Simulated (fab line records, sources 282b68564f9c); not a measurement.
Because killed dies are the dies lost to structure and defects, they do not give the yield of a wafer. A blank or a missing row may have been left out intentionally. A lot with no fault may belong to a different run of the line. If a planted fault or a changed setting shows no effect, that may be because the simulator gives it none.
The same fault as seen by 2 desks + flow rit_cmos + each desk holds nothing but its own numbers, with what lay behind them at the end

## FROM THE METROLOGY DESK
What the gauges read, lot by lot, whatever tool the lot ran on: means of the sampled wafers that have a number. A lot is out of limits, marked OUT, if its mean lies more than 4 standard deviations from the usual mean; the brackets give that distance.
Columns: A = M1_AL_RS at RIT_M1_RS_MEAS_01, usual 0.0734 ohm/sq; B = M1_AL_THK at RIT_M1_THK_MEAS_02, usual 397 nm; C = cd_nm at RIT_M1_CD_MEAS_09, usual 2599.9 nm; D = M1_OVL at RIT_M1_OVL_MEAS_10, usual 0.9 nm
| lot  | first seen here | A      | B   | C      | D    |
|------|-----------------|--------|-----|--------|------|
| L655 | day 4 13:37     | 0.0739 | 396 | 2600.6 | 0.7  |
| L656 | day 4 17:38     | 0.0729 | 401 | 2599.5 | 2.1  |
| L662 | day 5 23:35     | 0.0735 | 397 | 2599.0 | -0.2 |
| L665 | day 6 12:38     | 0.0726 | 402 | 2605.9 | 0.4  |
| L669 | day 7 12:08     | 0.0743 | 391 | 2603.2 | 1.5  |
| L672 | day 8 02:58     | 0.0733 | 398 | 2602.4 | 1.9  |
Result from this desk: across the 6 lots, nothing is out of limits.

## TOOL OWNER'S DESK, rie_metal-01
The tool's own readings at RIT_M1_METAL_ETCH_12 (etches Al in Cl2/BCl3, stops on SiO2, time 165 s, target depth 600 nm): means of the sampled wafers that have a number, for each lot that ran on this tool. A lot is out of limits, marked OUT, if its mean lies more than 4 standard deviations from the usual mean; the brackets give that distance.
Columns: A = drypump_motor_current_A at RIT_M1_METAL_ETCH_12, usual 5.7 A; B = oes_product_au at RIT_M1_METAL_ETCH_12, usual 0.780 a.u.; C = throttle_valve_pct at RIT_M1_METAL_ETCH_12, usual 8.19 %
| lot  | first seen here | A   | B     | C    |
|------|-----------------|-----|-------|------|
| L656 | day 4 19:16     | 5.8 | 0.772 | 8.27 |
| L662 | day 6 01:14     | 5.7 | 0.774 | 8.20 |
| L665 | day 6 14:13     | 5.8 | 0.781 | 8.27 |
Result from this desk: across the 3 lots, nothing is out of limits.

## ALL TOGETHER
At the metrology desk, nothing out of limits was observed.
Nothing out of limits was seen by the tool owner's desk.

## WHAT THE SIMULATOR HAD PUT IN
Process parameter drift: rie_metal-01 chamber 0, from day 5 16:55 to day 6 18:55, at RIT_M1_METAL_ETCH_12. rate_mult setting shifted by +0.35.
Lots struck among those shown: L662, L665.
